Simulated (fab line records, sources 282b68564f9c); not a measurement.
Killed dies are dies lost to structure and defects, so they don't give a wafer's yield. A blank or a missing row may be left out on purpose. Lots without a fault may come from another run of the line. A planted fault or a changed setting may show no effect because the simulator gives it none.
One fault seen from 2 desks | flow rit_cmos | each desk has only its own numbers; what lay behind them comes last

THE METROLOGY DESK
What the gauges read, lot by lot, whatever tool the lot ran on: means of the sampled wafers that have a number. A lot is out of limits, marked OUT, if its mean lies more than 4 standard deviations from the usual mean; the brackets give that distance.
Columns: A = NLDD_OVL at RIT_NLDD_OVL_MEAS_06, usual 0.4 nm
lot  | first seen here | A
L559 | day 3 05:59     | 0.5
L560 | day 3 13:25     | 0.8
L563 | day 4 01:52     | 1.3
L564 | day 4 10:20     | -2.0
L565 | day 4 13:08     | 0.7
L566 | day 4 19:10     | -0.6
L567 | day 4 22:07     | -0.9
L568 | day 5 05:22     | 1.0
L569 | day 5 09:52     | -0.4
L571 | day 5 20:59     | -0.7
L573 | day 6 07:18     | 0.8
L574 | day 6 12:25     | -178.5 (-99 or more) OUT
L575 | day 6 14:51     | -180.2 (-99 or more) OUT
L579 | day 7 10:26     | -179.7 (-99 or more) OUT
L580 | day 7 17:59     | 1.1
This desk's finding: out of limits on L574, L575, L579; first on L574, day 6 12:25 (NLDD_OVL at RIT_NLDD_OVL_MEAS_06). In limits: L559, L560, L563, L564, L565, L566, L567, L568, L569, L571, L573, L580.

THE TOOL OWNER'S DESK: iline_stepper-01
The tool's own readings at RIT_NLDD_EXPOSE_03 (exposes mask M7, target cd 40700 nm): means of the sampled wafers that have a number, for each lot that ran on this tool. A lot is out of limits, marked OUT, if its mean lies more than 4 standard deviations from the usual mean; the brackets give that distance.
Columns: A = exposure_dose_mJ_cm2 at RIT_NLDD_EXPOSE_03, usual 250.00; B = stage_vel_mm_s at RIT_NLDD_EXPOSE_03, usual 500.08 mm/s
lot  | first seen here | A      | B
L563 | day 4 01:26     | 249.73 | 499.99
L565 | day 4 12:47     | 250.11 | 500.18
L569 | day 5 09:29     | 250.30 | 499.96
L574 | day 6 12:01     | 250.06 | 500.28
L575 | day 6 14:29     | 249.75 | 500.28
L579 | day 7 10:03     | 250.04 | 500.25
This desk's finding: nothing out of limits on any of the 6 lots.

PUT TOGETHER
The metrology desk could have raised an alarm at day 6 12:25, on L574, L575, L579.
The tool owner's desk saw nothing out of limits.
The tool owner's desk has L574, L575, L579 on record, within its limits.
Of the lots named, all ran RIT_NLDD_EXPOSE_03 on iline_stepper-01.

WHAT THE SIMULATOR HAD PUT IN
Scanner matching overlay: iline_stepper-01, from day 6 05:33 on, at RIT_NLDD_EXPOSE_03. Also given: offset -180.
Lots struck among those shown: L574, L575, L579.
Hours from the fault's start to each desk's first reading out of limits: the metrology desk, 7.
